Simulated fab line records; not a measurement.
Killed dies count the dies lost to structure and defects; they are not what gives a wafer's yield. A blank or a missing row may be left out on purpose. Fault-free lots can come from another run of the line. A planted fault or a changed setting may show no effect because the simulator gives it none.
Which tool was responsible? || flow berkeley cmos170 || 14 lots (42 wafers sampled), 1 step of a 331-step route

## WHAT THE GAUGES SHOWED, per wafer
UCB170_START_BOW_MEAS_00.
{"lot": "L712", "measured": "day 1 15:00", "on": "film metro-04", "INCOMING_BOW (um)": "-2 -10 7"}
{"lot": "L713", "measured": "day 1 20:01", "on": "film metro-04", "INCOMING_BOW (um)": "1 -13 4"}
{"lot": "L715", "measured": "day 2 06:01", "on": "film metro-04", "INCOMING_BOW (um)": "-14 -5 8"}
{"lot": "L716", "measured": "day 2 11:02", "on": "film metro-04", "INCOMING_BOW (um)": "0 -6 0"}
{"lot": "L717", "measured": "day 2 16:06", "on": "film metro-01", "INCOMING_BOW (um)": "-9 -3 -2"}
{"lot": "L718", "measured": "day 2 21:00", "on": "film metro-04", "INCOMING_BOW (um)": "3 -4 -17"}
{"lot": "L726", "measured": "day 4 13:00", "on": "film metro-04", "INCOMING_BOW (um)": "-8 -3 -3"}
{"lot": "L727", "measured": "day 4 18:04", "on": "film metro-02", "INCOMING_BOW (um)": "2 9 -13"}
{"lot": "L729", "measured": "day 5 04:00", "on": "film metro-04", "INCOMING_BOW (um)": "-3 -5 4"}
{"lot": "L730", "measured": "day 5 09:01", "on": "film metro-02", "INCOMING_BOW (um)": "0 -2 -8"}
{"lot": "L731", "measured": "day 5 14:00", "on": "film metro-01", "INCOMING_BOW (um)": "-6 6 -9"}
{"lot": "L732", "measured": "day 5 19:01", "on": "film metro-01", "INCOMING_BOW (um)": "0 2 -5"}
{"lot": "L733", "measured": "day 6 00:02", "on": "film metro-04", "INCOMING_BOW (um)": "-4 0 9"}
{"lot": "L734", "measured": "day 6 05:00", "on": "film metro-04", "INCOMING_BOW (um)": "12 -5 3"}

## WHICH TOOL RAN EACH LOT (tool, then ch and the chambers of the sampled wafers, then the start)
Record: no process step prior to these readings.

## WHAT THE TOOLS THEMSELVES READ (means of the sampled wafers that have a number; where no wafer has one, the mark that the record gives instead)
The record holds no such reading with a usual standard deviation.

## THE ANSWER, worked out from the rows above alone
Rule: usual is defined by the lots themselves. Put in order of their means at a reading, lots are off if they are a third of the lots or fewer, leave a main group of 4 or more, and stand apart from it by a gap of 3 or more times the standard deviation of the main group's means; of several such gaps the widest counts. The tables above print the reading to a certain number of digits; a main group whose means all agree to those digits is not used. A lot without any number at a reading at which 4 lots or more have one is off too. The other lots that the step has rows for count as sound. The gauges are gone through in route order, then the tools' own readings, and for those a lot's mean is taken as printed above. The first step at which some lot is off is used, and at that step the reading that is off furthest; a lot without a number counts as furthest.
Across all readings shown, no lot is off: no conclusion can be drawn from this.

## WHAT HAD BEEN PUT IN BY THE SIMULATOR
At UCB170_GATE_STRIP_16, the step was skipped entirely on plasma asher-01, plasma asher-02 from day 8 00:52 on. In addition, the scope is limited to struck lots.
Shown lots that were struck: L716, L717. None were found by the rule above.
